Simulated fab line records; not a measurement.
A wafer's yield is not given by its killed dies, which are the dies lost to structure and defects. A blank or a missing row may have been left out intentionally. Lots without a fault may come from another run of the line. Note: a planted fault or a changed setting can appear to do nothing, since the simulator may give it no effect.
Lot-split experiment :: flow rit_cmos :: 23 wafers read from 5 lots, route of 202 steps

## ON THE SPLIT
At RIT_FOX2_OXIDATION_00 (target thk 350.7 nm, ox time 1130 s), the setting ox_time_s was moved away from the recipe's 1130 s on 15 of the 23 wafers read, by -10.5% to +10.8%. All remaining wafers had this setting at the recipe value.

The split's own step is where the reading is taken.

## THE READING
SiO2_of_FOX2_OXIDATION_00.thk_nm (the simulator's own value, which no gauge read), in nm, at RIT_FOX2_OXIDATION_00 (target thk 350.7 nm, ox time 1130 s). The file does not state a usual value for it. Average 346.8 nm, standard deviation 1.5 nm, over the 8 wafers here run with the recipe.

wafer: L074.2
tool, chamber at the split: -, -
ox_time_s as run, s: 1011
against the recipe: -10.5%
SiO2_of_FOX2_OXIDATION_00.thk_nm, nm: 338.9
against lot-mates on the recipe: no lot-mate on the recipe

wafer: L074.3
tool, chamber at the split: -, -
ox_time_s as run, s: 1011
against the recipe: -10.5%
SiO2_of_FOX2_OXIDATION_00.thk_nm, nm: 343.9
against lot-mates on the recipe: no lot-mate on the recipe

wafer: L074.4
tool, chamber at the split: -, -
ox_time_s as run, s: 1011
against the recipe: -10.5%
SiO2_of_FOX2_OXIDATION_00.thk_nm, nm: 339.2
against lot-mates on the recipe: no lot-mate on the recipe

wafer: L074.5
tool, chamber at the split: -, -
ox_time_s as run, s: 1011
against the recipe: -10.5%
SiO2_of_FOX2_OXIDATION_00.thk_nm, nm: 343.5
against lot-mates on the recipe: no lot-mate on the recipe

wafer: L074.6
tool, chamber at the split: -, -
ox_time_s as run, s: 1011
against the recipe: -10.5%
SiO2_of_FOX2_OXIDATION_00.thk_nm, nm: 338.1
against lot-mates on the recipe: no lot-mate on the recipe

wafer: L075.2
tool, chamber at the split: -, -
ox_time_s as run, s: 1130
against the recipe: recipe
SiO2_of_FOX2_OXIDATION_00.thk_nm, nm: 345.7
against lot-mates on the recipe: -

wafer: L075.6
tool, chamber at the split: -, -
ox_time_s as run, s: 1130
against the recipe: recipe
SiO2_of_FOX2_OXIDATION_00.thk_nm, nm: 345.7
against lot-mates on the recipe: -

wafer: L075.3
tool, chamber at the split: -, -
ox_time_s as run, s: 1130
against the recipe: recipe
SiO2_of_FOX2_OXIDATION_00.thk_nm, nm: 347
against lot-mates on the recipe: -

wafer: L075.4
tool, chamber at the split: -, -
ox_time_s as run, s: 1130
against the recipe: recipe
SiO2_of_FOX2_OXIDATION_00.thk_nm, nm: 345.4
against lot-mates on the recipe: -

wafer: L075.5
tool, chamber at the split: -, -
ox_time_s as run, s: 1130
against the recipe: recipe
SiO2_of_FOX2_OXIDATION_00.thk_nm, nm: 345.4
against lot-mates on the recipe: -

wafer: L080.1
tool, chamber at the split: -, -
ox_time_s as run, s: 1252
against the recipe: +10.8%
SiO2_of_FOX2_OXIDATION_00.thk_nm, nm: 376.2
against lot-mates on the recipe: no lot-mate on the recipe

wafer: L080.3
tool, chamber at the split: -, -
ox_time_s as run, s: 1252
against the recipe: +10.8%
SiO2_of_FOX2_OXIDATION_00.thk_nm, nm: 375.9
against lot-mates on the recipe: no lot-mate on the recipe

wafer: L080.4
tool, chamber at the split: -, -
ox_time_s as run, s: 1252
against the recipe: +10.8%
SiO2_of_FOX2_OXIDATION_00.thk_nm, nm: 383.9
against lot-mates on the recipe: no lot-mate on the recipe

wafer: L080.5
tool, chamber at the split: -, -
ox_time_s as run, s: 1252
against the recipe: +10.8%
SiO2_of_FOX2_OXIDATION_00.thk_nm, nm: 376.5
against lot-mates on the recipe: no lot-mate on the recipe

wafer: L080.6
tool, chamber at the split: -, -
ox_time_s as run, s: 1252
against the recipe: +10.8%
SiO2_of_FOX2_OXIDATION_00.thk_nm, nm: 383.2
against lot-mates on the recipe: no lot-mate on the recipe

wafer: L081.1
tool, chamber at the split: furnace-01, 0
ox_time_s as run, s: 1130
against the recipe: recipe
SiO2_of_FOX2_OXIDATION_00.thk_nm, nm: 349.4
against lot-mates on the recipe: -

wafer: L081.3
tool, chamber at the split: furnace-01, 0
ox_time_s as run, s: 1130
against the recipe: recipe
SiO2_of_FOX2_OXIDATION_00.thk_nm, nm: 349.1
against lot-mates on the recipe: -

wafer: L081.6
tool, chamber at the split: furnace-01, 0
ox_time_s as run, s: 1130
against the recipe: recipe
SiO2_of_FOX2_OXIDATION_00.thk_nm, nm: 346.3
against lot-mates on the recipe: -

wafer: L083.1
tool, chamber at the split: -, -
ox_time_s as run, s: 1198
against the recipe: +6.0%
SiO2_of_FOX2_OXIDATION_00.thk_nm, nm: 366.6
against lot-mates on the recipe: no lot-mate on the recipe

wafer: L083.3
tool, chamber at the split: -, -
ox_time_s as run, s: 1198
against the recipe: +6.0%
SiO2_of_FOX2_OXIDATION_00.thk_nm, nm: 365.5
against lot-mates on the recipe: no lot-mate on the recipe

wafer: L083.5
tool, chamber at the split: -, -
ox_time_s as run, s: 1198
against the recipe: +6.0%
SiO2_of_FOX2_OXIDATION_00.thk_nm, nm: 365.5
against lot-mates on the recipe: no lot-mate on the recipe

wafer: L083.4
tool, chamber at the split: -, -
ox_time_s as run, s: 1198
against the recipe: +6.0%
SiO2_of_FOX2_OXIDATION_00.thk_nm, nm: 368.5
against lot-mates on the recipe: no lot-mate on the recipe

wafer: L083.6
tool, chamber at the split: -, -
ox_time_s as run, s: 1198
against the recipe: +6.0%
SiO2_of_FOX2_OXIDATION_00.thk_nm, nm: 364.2
against lot-mates on the recipe: no lot-mate on the recipe

FIT RESULTS
A straight line over all 23 wafers: SiO2_of_FOX2_OXIDATION_00.thk_nm changes by +1.83 nm for each +1% of ox_time_s; r = +0.91; the points scatter about the line by 6.5 nm.
Too few moved wafers have a lot-mate on the recipe to fit a line with each lot's own level taken away.

## THE FILE'S OWN FIT
SiO2_of_FOX2_OXIDATION_00.thk_nm changes by +1.83 nm for each +1% of ox_time_s, r = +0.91.
